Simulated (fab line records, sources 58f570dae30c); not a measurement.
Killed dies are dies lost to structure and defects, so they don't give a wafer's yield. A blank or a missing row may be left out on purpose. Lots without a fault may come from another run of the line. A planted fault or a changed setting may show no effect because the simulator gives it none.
One fault seen from 2 desks | flow berkeley_cmos170 | each desk has only its own numbers; what lay behind them comes last

THE TOOL OWNER'S DESK: litho_track-04
The tool's own readings at UCB170_V2_PEB_10: means of the sampled wafers that have a number, for each lot that ran on this tool. A lot is out of limits, marked OUT, if its mean lies more than 4 standard deviations from the usual mean; the brackets give that distance.
Columns: A = resist_line_temp_C at UCB170_V2_PEB_10, usual 22.96 C
lot  | first seen here | A
L917 | day 9 09:14     | 22.98
L919 | day 10 04:40    | 23.12
L920 | day 10 04:58    | 22.94
L928 | day 11 11:55    | 23.12
L923 | day 11 12:11    | 22.98
L926 | day 11 12:44    | 22.95
L925 | day 11 12:59    | 22.81
L924 | day 11 13:16    | 22.82
This desk's finding: nothing out of limits on any of the 8 lots.

THE METROLOGY DESK
What the gauges read, lot by lot, whatever tool the lot ran on: means of the sampled wafers that have a number. A lot is out of limits, marked OUT, if its mean lies more than 4 standard deviations from the usual mean; the brackets give that distance.
Columns: A = PFIELD_TW at UCB170_PFIELD_TW_MEAS_09, usual 603; B = cd_nm at UCB170_V2_CD_MEAS_12, usual 700.0 nm
lot  | first seen here | A   | B
L908 | day 4 08:05     | 594 | 701.1
L909 | day 4 13:45     | 605 | 699.5
L913 | day 5 14:25     | 607 | 702.5
L912 | day 5 14:41     | 602 | 701.4
L917 | day 6 00:05     | 603 | 701.4
L914 | day 6 00:14     | 603 | 700.3
L920 | day 6 15:52     | 605 | 700.2
L919 | day 6 15:58     | 604 | 698.1
L921 | day 7 04:32     | 611 | 700.4
L923 | day 7 16:25     | 603 | 700.5
L925 | day 7 16:39     | 603 | 708.2 (+5.8) OUT
L924 | day 7 16:42     | 613 | 708.8 (+6.3) OUT
L927 | day 8 04:06     | 603 | 699.3
L926 | day 8 04:11     | 591 | 706.9 (+5.0) OUT
L928 | day 8 04:22     | 603 | 701.4
This desk's finding: out of limits on L924, L925, L926; first on L926, day 11 13:00 (cd_nm at UCB170_V2_CD_MEAS_12). In limits: L908, L909, L913, L912, L917, L914, L920, L919, L921, L923, L927, L928.

PUT TOGETHER
The metrology desk could have raised an alarm at day 11 13:00, on L924, L925, L926.
The tool owner's desk saw nothing out of limits.
The tool owner's desk has L924, L925, L926 on record, within its limits.
Of the lots named, all ran UCB170_V2_PEB_10 on litho_track-04.

WHAT THE SIMULATOR HAD PUT IN
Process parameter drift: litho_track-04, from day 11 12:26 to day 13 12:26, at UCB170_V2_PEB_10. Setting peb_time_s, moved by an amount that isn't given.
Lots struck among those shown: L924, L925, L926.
Hours from the fault's start to each desk's first reading out of limits: the metrology desk, 1.
